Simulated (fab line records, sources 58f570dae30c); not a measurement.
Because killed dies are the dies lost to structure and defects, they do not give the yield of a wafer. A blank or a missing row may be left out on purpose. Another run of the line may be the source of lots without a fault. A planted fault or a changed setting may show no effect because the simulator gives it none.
Code-filled problem report in 8D (eight disciplines) form    flow berkeley-cmos170    the parts of the form that need people (team, actions taken, sign-off) are left out

## 1. PROBLEM STATEMENT
spin-speed-rpm at UCB170_PFIELD_COAT_01 reads a mean of 1534.4 rpm on 6 wafers of 2 lots; wafers without a fault read 1500.0 rpm with a standard deviation of 0.97. That is +35 standard deviations from the usual mean.
The step: resist thk 900 nm.
First seen on wafer L998.1, day 7 15:38, on litho-track-01. At this step, 42 wafers from 14 lots have a number in the record. Rule for "out" (also "out of limits"): further than 4 standard deviations from the usual mean. The rest of the wafers with a number are treated as sound.

## 2. WHAT IT IS; WHAT IT IS NOT
question                     is                      is not
which readings at this step  spin-speed-rpm          -
which lots                   L100, L998              L103, L984, L985, L986, L987, L988, L990, L991, L992, L994, L995, L999
which wafers of those lots   all that have a number  -
read on which tools          litho-track-01          litho-track-02, litho-track-04
when                         from day 7 15:38        up to then (30 sound wafers); but 6 sound wafers of L103, L999 came after

## 3. WHAT RULES OUT EACH SUSPECT
Counting: a tool at a process step up to the reading stays a suspect if it ran every lot that is out and no sound lot after the first of them.
- litho-track-01 at UCB170_PFIELD_COAT_01 (resist thk 900 nm): kept. It processed each lot that is out, first L998 at day 7 15:38, and no sound lot thereafter; up to then, the last sound lot it processed was L995 at day 7 01:01. Its own spin-speed-rpm readings are out on those wafers.
Remaining after the count: litho-track-01 at UCB170_PFIELD_COAT_01.

## 4. THE CAUSE (what the simulator had put in)
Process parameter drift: litho-track-01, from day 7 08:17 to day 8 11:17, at UCB170_PFIELD_COAT_01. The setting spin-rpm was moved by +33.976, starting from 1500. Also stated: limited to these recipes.
The count eliminated every tool but this one.

## 5. THE CHAIN OF EFFECTS, in route order
Rows list readings where the struck wafers' mean (over those with a number) sits beyond 3 standard deviations from the usual. Only readings whose record carries a usual standard deviation are examined. hours: median over the lots of the time between each lot's start at the first step of this table that gives one and its start at this step. sigmas: the change, counted in usual standard deviations.
hours  step                    reading                   usual       on struck wafers  change  sigmas
0      UCB170_PFIELD_COAT_01   spin-speed-rpm            1500.0 rpm  1534.4            +34.4   +35
1      UCB170_PFIELD_STRIP_08  strip-time-to-endpoint-s  21.62 s     21.36             -0.26   -4.5
Its process steps:
- UCB170_PFIELD_COAT_01: resist thk 900 nm.
- UCB170_PFIELD_STRIP_08: strips in O2.

## 6. HOW IT WOULD HAVE BEEN CAUGHT EARLIER
In this record the first reading out of limits was taken at day 7 15:38, 7 hours after the fault began at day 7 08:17.
